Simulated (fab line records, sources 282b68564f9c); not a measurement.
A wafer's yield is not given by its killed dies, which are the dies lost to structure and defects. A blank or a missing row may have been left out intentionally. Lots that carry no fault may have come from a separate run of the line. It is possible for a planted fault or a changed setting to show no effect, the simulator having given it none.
Comparing a struck lot with a sound one | flow rit-cmos | 14 steps out of a route of 202
Sound: wafers L263.3, L263.4, L263.6. The struck wafers were L268.1, L268.4, L268.5. The cause comes at the end.
For every step that has rows: the tool of each side, followed by ch and its chambers, followed by its first start. Under that, the readings that differ: sound wafers | struck wafers | difference of the means | sigmas: that difference in standard deviations of wafers without a fault.
alike: words and numbers the same on both sides, and readings whose means are apart by under 2 such deviations; not compared: readings that were withheld, readings missing a value for some wafer, numbers with overlapping values and no deviation given by the record, and bounds like >300 which may hide the same value.
A row with sigmas, a row that says differs or no value, or rows on one side alone: a step with any of these is where the two part. Non-overlapping numbers with no deviation appear without sigmas and do not part them. A reading that every wafer of one side lacks parts them only if that side has two wafers or more.

first, 2 steps without rows for these wafers: RIT_NRETRO_PEB_04; RIT_NRETRO_DEVELOP_05 (develop time 68.87 s).
RIT_NRETRO_OVL_MEAS_06:
  sound on overlay-01, day 3 00:24; struck on overlay-01, day 4 05:49
  alike: NRETRO_OVL
then, 2 steps without rows for these wafers: RIT_NRETRO_HARDBAKE_07 (time 120 s); RIT_NRETRO_IMPLANT_08.
RIT_NRETRO_STRIP_09: strips in O2, time 180 s.
  sound on plasma-asher-03 ch 0,1, day 3 00:56; struck on plasma-asher-03 ch 0, day 4 06:14
  alike: drypump-motor-current-A, o2-flow-sccm
  not compared: rf-hours-counter-h
RIT_NRETRO_TW_MEAS_10:
  sound on film-metro-01, day 3 01:05; struck on film-metro-04, day 4 06:25
  alike: NRETRO_TW
then, 5 steps without rows for these wafers: RIT_PRETRO_HMDS_00 (prime time 60 s); RIT_PRETRO_COAT_01 (resist thk 1300 nm); RIT_PRETRO_SOFTBAKE_02 (time 60 s); RIT_PRETRO_EXPOSE_03 (exposes mask M5, target cd 43700 nm); RIT_PRETRO_PEB_04.
RIT_PRETRO_DEVELOP_05: develop time 68 s.
  struck on litho-track-02, day 4 07:00; sound on litho-track-03 ch 0, day 3 02:00
  no value came back on the struck wafers for chill-plate-temp-C (C), develop-time-s (s); on the sound wafers chill-plate-temp-C (C) reads 22.76 22.91 22.85
RIT_PRETRO_OVL_MEAS_06:
  sound on overlay-01, day 3 02:08; struck on overlay-01, day 4 07:29
  reading         | sound       | struck | difference                    | sigmas
  PRETRO_OVL (nm) | 0.0 0.8 0.2 | - - -  | no value on the struck wafers |

== WHERE THEY PART ==
At RIT_PRETRO_DEVELOP_05 first; at RIT_PRETRO_OVL_MEAS_06 last (within this record only).

WHY: what the simulator had put in
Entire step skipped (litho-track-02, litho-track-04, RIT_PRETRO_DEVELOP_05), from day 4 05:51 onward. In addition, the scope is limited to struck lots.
